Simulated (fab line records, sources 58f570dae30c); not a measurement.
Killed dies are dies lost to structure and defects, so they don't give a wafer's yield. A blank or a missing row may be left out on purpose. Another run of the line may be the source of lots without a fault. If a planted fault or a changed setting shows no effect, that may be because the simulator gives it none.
Split-lot trial ; flow berkeley_cmos170 ; 5 lots, 23 wafers read, on a route of 331 steps

## SPLIT DETAILS
At UCB170_V1_COAT_07 (resist thk 900 nm), the setting spin_rpm was moved away from the recipe's 1500 rpm on 7 of the 23 wafers read, by -5.9% to +7.4%. For the rest of the wafers, this setting stayed at what the recipe calls for.

## FROM THE SPLIT TO THE READING: what the file shows between them, 2 steps
- UCB170_V1_SOFTBAKE_08: time 60 s
- UCB170_V1_EXPOSE_09: exposes mask VIA1, target cd 700 nm

## THE READING
KrF_of_V1_COAT_07.thk_nm (the simulator's own value, which no gauge read), in nm, at UCB170_V1_ETCH_14 (etches SiO2 in CHF3/CF4/Ar, stops on Al, target depth 1250 nm, time 291 s). There is no usual value for it anywhere in the file. Here, 16 wafers ran the recipe; their average is 609.2 nm with a standard deviation of 6.7 nm.

wafer;tool, chamber at the split;spin_rpm as run, rpm;against the recipe;KrF_of_V1_COAT_07.thk_nm, nm;against lot-mates on the recipe
L074.1;litho_track-01, 0;1500;recipe;619.2;-
L074.3;litho_track-01, 0;1411;-5.9%;634.2;+23.8
L074.4;litho_track-01, 0;1500;recipe;608.6;-
L074.5;litho_track-01, 0;1411;-5.9%;651.1;+40.7
L074.6;litho_track-01, 0;1500;recipe;603.4;-
L077.1;litho_track-01, 0;1500;recipe;609.8;-
L077.6;litho_track-01, 0;1500;recipe;609.8;-
L077.2;litho_track-01, 0;1500;recipe;601.5;-
L077.3;litho_track-01, 0;1500;recipe;604;-
L077.4;litho_track-01, 0;1500;recipe;605.5;-
L078.1;litho_track-04, 0;1422;-5.2%;628.3;+23.0
L078.3;litho_track-04, 0;1422;-5.2%;625.8;+20.5
L078.4;litho_track-04, 0;1500;recipe;607.7;-
L078.5;litho_track-04, 0;1500;recipe;605.8;-
L078.6;litho_track-04, 0;1500;recipe;602.3;-
L084.1;litho_track-03, 0;1500;recipe;620.1;-
L084.2;litho_track-03, 0;1611;+7.4%;568.1;-43.6
L084.3;litho_track-03, 0;1611;+7.4%;579.2;-32.5
L084.4;litho_track-03, 0;1500;recipe;603.3;-
L084.5;litho_track-03, 0;1611;+7.4%;584.3;-27.4
L085.1;litho_track-03, 0;1500;recipe;620.5;-
L085.3;litho_track-03, 0;1500;recipe;620.9;-
L085.4;litho_track-03, 0;1500;recipe;605.6;-

FIT RESULTS
A straight line over all 23 wafers: KrF_of_V1_COAT_07.thk_nm changes by -4.48 nm for each +1% of spin_rpm; r = -0.91; the points scatter about the line by 7.5 nm.
The same after taking each lot's own level away (the mean of its wafers on the recipe; 23 wafers): -4.76 nm for each +1%; r = -0.94; scatter 6.3 nm.
Per that fit: largest spin_rpm move, reading shift of 35 nm.
The span of the lots' own levels, 605.27 to 615.67 nm, comes to 1.5 times the standard deviation stated above.
So the lot-to-lot level changes the slope little: the two slopes agree.
Check: for one of the wafers moved furthest among these (+7.4%), held out of the fit, the line's prediction against its lot-mates is -32.5 nm. It came out at -43.6 nm against them.

## OTHER SPLITS APPLIED TO THESE WAFERS
Other splits were also applied to these wafers ahead of the reading. Each is held against what the fit with the lots' levels taken away leaves over:
other split on the same wafers;wafers away from the commonest value;r with KrF_of_V1_COAT_07.thk_nm (lot level and that fit taken away)
UCB170_CONTACT_CVD_01 time_s;10;-0.07
UCB170_CONTACT_EXPOSE_12 dose_mj;9;+0.16
UCB170_M1_SPUTTER_00 chamber_pressure_pa;15;-0.05

## THE WHOLE CHAIN: every reading that the file lists as answering this split, in the file's order
step;what it does;reading;change (the file's fit);r (the file's)
UCB170_V1_COAT_07;resist thk 900 nm;KrF_of_V1_COAT_07.thk_nm (the simulator's own value, which no gauge read);-4.57 nm for each +1% of the setting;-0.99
UCB170_V1_ETCH_14;etches SiO2 in CHF3/CF4/Ar, stops on Al, target depth 1250 nm, time 291 s;KrF_of_V1_COAT_07.thk_nm (the simulator's own value, which no gauge read);-4.78 nm for each +1% of the setting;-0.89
UCB170_V1_STRIP_15;strips in O2;strip_time_to_endpoint_s;withheld for each +1% of the setting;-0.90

## THE FILE'S OWN FIT
KrF_of_V1_COAT_07.thk_nm changes by -4.78 nm for each +1% of spin_rpm, r = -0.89.
